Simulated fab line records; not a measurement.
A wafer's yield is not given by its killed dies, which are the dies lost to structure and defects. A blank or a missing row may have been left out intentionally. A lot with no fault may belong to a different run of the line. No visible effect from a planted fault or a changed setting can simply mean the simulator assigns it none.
Which tool was responsible? :: flow berkeley_cmos170 :: 6 lots, 18 wafers sampled, at 2 steps of a route of 331

== WHAT THE GAUGES SHOWED, per wafer ==
UCB170_WELLDRIVE_THK_MEAS_02.
lot: L628
measured: day 4 15:20
on: film_metro-01
WELLDRIVE_OXIDE_THK (nm): 202 205 203

lot: L630
measured: day 4 15:20
on: film_metro-02
WELLDRIVE_OXIDE_THK (nm): 195 195 199

lot: L638
measured: day 6 07:28
on: film_metro-03
WELLDRIVE_OXIDE_THK (nm): 214 211 213

lot: L640
measured: day 6 19:19
on: film_metro-02
WELLDRIVE_OXIDE_THK (nm): 199 201 197

lot: L644
measured: day 7 14:43
on: film_metro-01
WELLDRIVE_OXIDE_THK (nm): 192 193 193

lot: L646
measured: day 8 01:41
on: film_metro-03
WELLDRIVE_OXIDE_THK (nm): 201 202 203

== WHICH TOOL RAN EACH LOT (tool, then ch and the chambers of the sampled wafers, then the start) ==
lot: L628
UCB170_WELLDRIVE_OXIDATION_01: furnace-04 ch 0, day 4 11:50

lot: L630
UCB170_WELLDRIVE_OXIDATION_01: furnace-04 ch 0, day 4 11:50

lot: L638
UCB170_WELLDRIVE_OXIDATION_01: furnace-01 ch 0, day 6 03:56

lot: L640
UCB170_WELLDRIVE_OXIDATION_01: furnace-04 ch 0, day 6 15:49

lot: L644
UCB170_WELLDRIVE_OXIDATION_01: furnace-02 ch 0, day 7 11:12

lot: L646
UCB170_WELLDRIVE_OXIDATION_01: furnace-02 ch 0, day 7 22:09
- UCB170_WELLDRIVE_OXIDATION_01: target thk 199 nm, ox time 9000 s.

== THE ANSWER, worked out from the rows above alone ==
Rule: what is usual is taken from the lots themselves. Put in order of their means at a reading, lots are off if they are a third of the lots or fewer, leave a main group of 4 or more, and stand apart from it by a gap of 3 or more times the standard deviation of the main group's means; of several such gaps the widest counts. The tables above print the reading to a certain number of digits; a main group whose means all agree to those digits is not used. A lot without any number at a reading at which 4 lots or more have one is off too. Any other lot the step has rows for is counted as sound.
No lot is off at any reading shown: from this, nothing can be told.

== WHAT THE SIMULATOR PUT IN ==
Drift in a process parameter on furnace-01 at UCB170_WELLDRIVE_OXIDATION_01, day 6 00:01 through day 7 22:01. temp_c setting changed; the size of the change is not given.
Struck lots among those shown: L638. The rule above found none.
